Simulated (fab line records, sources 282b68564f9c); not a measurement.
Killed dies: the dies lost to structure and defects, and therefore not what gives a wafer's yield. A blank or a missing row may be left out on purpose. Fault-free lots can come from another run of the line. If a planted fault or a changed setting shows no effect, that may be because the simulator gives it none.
What tool caused it? | flow rit cmos | 21 wafers from 7 lots sampled at 2 of the route's 202 steps

WHAT THE GAUGES SHOWED, per wafer
RIT_FOX2_THK_MEAS_01.
lot  | measured    | on            | FOX2_OXIDE_THK (nm)
L743 | day 2 00:37 | film metro-04 | 333 333 341
L746 | day 2 17:01 | film metro-01 | 353 360 356
L748 | day 3 01:46 | film metro-04 | 349 351 349
L750 | day 3 10:57 | film metro-03 | 349 340 347
L759 | day 5 07:26 | film metro-04 | 426 424 431
L763 | day 6 03:31 | film metro-03 | 354 343 351
L765 | day 6 15:35 | film metro-03 | 347 347 349

WHAT TOOL EACH LOT RAN ON (gives the tool, then ch and the chambers of the sampled wafers, and finally the start)
lot  | RIT_FOX2_OXIDATION_00
L743 | furnace-03 ch 0, day 1 23:17
L746 | furnace-01 ch 0, day 2 15:42
L748 | furnace-02 ch 0, day 3 00:27
L750 | furnace-03 ch 0, day 3 09:37
L759 | furnace-01 ch 0, day 5 06:07
L763 | furnace-02 ch 0, day 6 02:10
L765 | furnace-03 ch 0, day 6 14:15
- RIT_FOX2_OXIDATION_00: target thk 350.7 nm, ox time 1130 s.

THE ANSWER, worked out from the rows above alone
Rule: usual is defined by the lots themselves. Put in order of their means at a reading, lots are off if they are a third of the lots or fewer, leave a main group of 4 or more, and stand apart from it by a gap of 3 or more times the standard deviation of the main group's means; of several such gaps the widest counts. The tables above print the reading to a certain number of digits; a main group whose means all agree to those digits is not used. Also off: a lot with no number at a reading for which 4 or more lots have one. Where the step has rows for the other lots, those lots are counted as sound.
Off: L759, at RIT_FOX2_THK_MEAS_01 (FOX2_OXIDE_THK). The main group has a mean of 347 nm with a standard deviation of 6.2.
If a tool, at a process step before that reading, ran all the lots that are off and no sound lot after the first of them, it fits. The gauges at RIT_FOX2_THK_MEAS_01 are tried like those tools. 2 tools fit, furnace-01 at RIT_FOX2_OXIDATION_00 and film metro-04 at RIT_FOX2_THK_MEAS_01, so this cannot tell which one it is.

WHAT HAD BEEN PUT IN BY THE SIMULATOR
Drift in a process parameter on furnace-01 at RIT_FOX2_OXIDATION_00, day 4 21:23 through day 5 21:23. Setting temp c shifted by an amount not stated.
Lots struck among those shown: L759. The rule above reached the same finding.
